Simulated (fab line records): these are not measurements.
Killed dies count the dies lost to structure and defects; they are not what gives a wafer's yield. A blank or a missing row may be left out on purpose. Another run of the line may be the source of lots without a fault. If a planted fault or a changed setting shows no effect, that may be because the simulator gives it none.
A lot that was struck, set against a sound lot || flow ritCmos || 14 steps out of a route of 202
Sound: wafers L397.1, L397.5, L397.6. The struck wafers were L402.2, L402.4, L402.5. The cause is named last.
Each step with rows lists, per side, the tool, then ch with its chambers, then its first start. Under that, the readings that differ: sound wafers || struck wafers || difference of the means || sigmas: that difference in standard deviations of wafers without a fault.
alike: a reading whose means differ by less than 2 such deviations, as well as words and numbers matching on both sides. not compared: withheld readings; readings where some wafer has no value; bounds like >300 that might hide an equal value; numbers whose values overlap and for which the record gives no deviation.
The two part at a step that has a row with sigmas, a row that says differs or no value, or rows on one side only. Non-overlapping numbers with no deviation appear without sigmas and do not part them. Lack of a reading on every wafer of one side parts them only where that side has two or more wafers.

first, 4 steps without rows for these wafers: RIT_NWELL_SOFTBAKE_02 (time 60 s); RIT_NWELL_EXPOSE_03 (exposes mask M2, target cd 43900 nm); RIT_NWELL_PEB_04; RIT_NWELL_DEVELOP_05 (develop time 68 s).
RIT_NWELL_OVL_MEAS_06:
  sound on overlay-02, day 2 01:31; struck on overlay-02, day 3 02:53
{"reading": "NWELL_OVL (nm)", "sound": "1.9 1.3 1.1", "struck": "-4.9 -4.5 -3.5", "difference": -5.7, "sigmas": -4}
then, 2 steps without rows for these wafers: RIT_NWELL_HARDBAKE_07 (time 120 s); RIT_NWELL_IMPLANT_08.
RIT_NWELL_STRIP_09: strips in O2, time 180 s.
  sound on plasmaAsher-03 ch 0,1, day 2 01:58; struck on plasmaAsher-03 ch 0,1, day 3 03:21
  alike: drypumpMotorCurrentA
  not compared: rfHoursCounterH
RIT_NWELL_TW_MEAS_10:
  sound on filmMetro-04, day 2 02:08; struck on filmMetro-04, day 3 03:32
  alike: NWELL_TW
then, 2 steps without rows for these wafers: RIT_PWELL_HMDS_00 (prime time 60 s); RIT_PWELL_COAT_01 (resist thk 1300 nm).
RIT_PWELL_SOFTBAKE_02: time 61.31 s.
  sound on lithoTrack-03 ch 0, day 2 02:29; struck on lithoTrack-03 ch 0, day 3 03:55
  alike: heaterPowerTotalW, plateSensorTCentreC, plateSensorTEdgeC, softbakeTempC
RIT_PWELL_EXPOSE_03: exposes mask M3, target cd 43700 nm.
  struck on ilineStepper-01, day 3 04:03; sound on ilineStepper-01 ch 0, day 2 02:46
  no value came back on the struck wafers for exposureDoseMJCm2, focusOffsetNm (nm), reticleTempC (C); on the sound wafers exposureDoseMJCm2 reads 249.81 249.87 249.44
  alike: mask
after that, 1 step had no rows for these wafers: RIT_PWELL_PEB_04.

== WHERE THEY PART ==
At RIT_NWELL_OVL_MEAS_06 first; at RIT_PWELL_EXPOSE_03 last (within this record only).

WHY: the cause the simulator had injected
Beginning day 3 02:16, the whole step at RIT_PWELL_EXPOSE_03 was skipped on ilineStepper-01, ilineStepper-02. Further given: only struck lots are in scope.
